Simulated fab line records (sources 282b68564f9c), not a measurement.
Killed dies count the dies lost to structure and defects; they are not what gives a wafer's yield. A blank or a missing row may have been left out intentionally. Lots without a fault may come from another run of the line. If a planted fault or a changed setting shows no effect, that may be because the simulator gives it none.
What tool caused it?	flow rit-cmos	7 lots with 21 wafers sampled at 3 steps, on a route of 202 steps

== WHAT THE GAUGES SHOWED, per wafer ==
RIT_NRETRO_TW_MEAS_10.
lot	measured	on	NRETRO_TW
L632	day 2 13:17	film-metro-01	1051 1052 1055
L636	day 3 07:47	film-metro-04	1027 1031 1032
L640	day 4 04:26	film-metro-04	1034 1032 1029
L644	day 5 04:24	film-metro-01	1093 1094 1092
L647	day 5 17:25	film-metro-01	1095 1094 1092
L650	day 6 08:28	film-metro-04	1026 1024 1019
L652	day 6 16:57	film-metro-02	1060 1061 1060

== WHICH TOOL RAN EACH LOT (tool, then ch and the chambers of the sampled wafers, then the start) ==
lot	RIT_NRETRO_IMPLANT_08	RIT_NRETRO_STRIP_09
L632	implanter-03 ch 0, day 2 12:59	plasma-asher-01 ch 0,1, day 2 13:06
L636	implanter-02 ch 0, day 3 07:29	plasma-asher-02 ch 0,1, day 3 07:36
L640	implanter-02 ch 0, day 4 04:07	plasma-asher-01 ch 0,1, day 4 04:14
L644	implanter-02 ch 0, day 5 03:58	plasma-asher-02 ch 0, day 5 04:13
L647	implanter-02 ch 0, day 5 17:05	plasma-asher-01 ch 0,1, day 5 17:14
L650	implanter-03 ch 0, day 6 08:08	plasma-asher-01 ch 0,1, day 6 08:17
L652	implanter-03 ch 0, day 6 16:39	plasma-asher-04 ch 0,1, day 6 16:49
- RIT_NRETRO_IMPLANT_08
- RIT_NRETRO_STRIP_09: strips in O2, time 180 s.

== THE ANSWER, worked out from the rows above alone ==
Rule: usual is defined by the lots themselves. Put in order of their means at a reading, lots are off if they are a third of the lots or fewer, leave a main group of 4 or more, and stand apart from it by a gap of 3 or more times the standard deviation of the main group's means; of several such gaps the widest counts. Not used: any main group whose means are identical at the precision the tables above print for the reading. Also off: a lot with no number at a reading for which 4 or more lots have one. Where the step has rows for the other lots, those lots are counted as sound.
No lot is off on any of the readings shown, so nothing can be concluded from this.

== WHAT HAD BEEN PUT IN BY THE SIMULATOR ==
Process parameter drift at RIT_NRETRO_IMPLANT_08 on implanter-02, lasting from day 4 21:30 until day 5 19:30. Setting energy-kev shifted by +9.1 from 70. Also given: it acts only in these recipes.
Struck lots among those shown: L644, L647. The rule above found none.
